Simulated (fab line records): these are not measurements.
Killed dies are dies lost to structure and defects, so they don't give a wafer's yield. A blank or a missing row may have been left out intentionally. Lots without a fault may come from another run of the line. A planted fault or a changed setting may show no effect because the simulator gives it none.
Problem report, 8D (eight disciplines) form, completed by code | flow rit cmos | the parts of the form that need people (team, actions taken, sign-off) are left out

1. THE PROBLEM
CONTACT_OVL at RIT_CONTACT_OVL_MEAS_09 reads a mean of -149.1 nm on 12 wafers of 4 lots; wafers without a fault read 0.5 nm with a standard deviation of 1.7. Relative to the usual mean, that is a shift of -88 standard deviations.
Seen first at day 5 17:04 on overlay-02, wafer L178.1. At this step, 48 wafers from 16 lots have a number in the record. By rule, "out" or "out of limits" means more than 4 standard deviations away from the usual mean. All remaining wafers that have a number are taken as sound.

2. WHAT IT IS, AND WHAT IT ISN'T
question                    | is                     | is not
which readings at this step | CONTACT_OVL            | -
which lots                  | L178, L179, L180, L181 | L167, L168, L169, L170, L173, L174, L175, L177, L183, L185, L186, L188
which wafers of those lots  | all that have a number | -
read on which gauges        | overlay-01, overlay-02 | -
when                        | from day 5 17:04       | up to then (24 sound wafers); but 12 sound wafers of L183, L185, L186, L188 came after

3. WHAT RULES OUT EACH SUSPECT
Counting: a tool at a process step up to the reading stays a suspect if it ran every lot that is out and no sound lot after the first of them.
- the gauge at RIT_CONTACT_OVL_MEAS_09 is ruled out. 2 gauges (overlay-01, overlay-02) read the wafers that are out.
- iline stepper-01 at RIT_CONTACT_EXPOSE_05 (exposes mask M11, target cd 1000 nm): kept. It processed each lot that is out, first L178 at day 5 16:26, and no sound lot thereafter; up to then, the last sound lot it processed was L177 at day 5 13:22.
Remaining after the count: iline stepper-01 at RIT_CONTACT_EXPOSE_05.

4. THE CAUSE (what the simulator had put in)
Scanner matching overlay: iline stepper-01, from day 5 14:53 on, at RIT_CONTACT_EXPOSE_05. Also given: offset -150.
After counting, this tool was the only one left.

5. THE CHAIN OF EFFECTS, in route order
Rows list readings where the struck wafers' mean (over those with a number) sits beyond 3 standard deviations from the usual. Only readings whose record carries a usual standard deviation are examined. hours: median over the lots of the time between each lot's start at the first step of this table that gives one and its start at this step. sigmas: the change, counted in usual standard deviations.
hours | step                    | reading     | usual  | on struck wafers | change | sigmas
0     | RIT_CONTACT_OVL_MEAS_09 | CONTACT_OVL | 0.5 nm | -149.1           | -149.6 | -88

6. WHAT WOULD HAVE CAUGHT IT SOONER
The first out-of-limits reading at a measuring or inspecting step in this record came at day 5 17:04, 2 hours after the fault's start at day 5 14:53.
L179, L180, L181, from the lots that are out (4), started RIT_CONTACT_EXPOSE_05 on iline stepper-01 later than day 5 17:04. A hold on the tool at that time would have spared those 3.
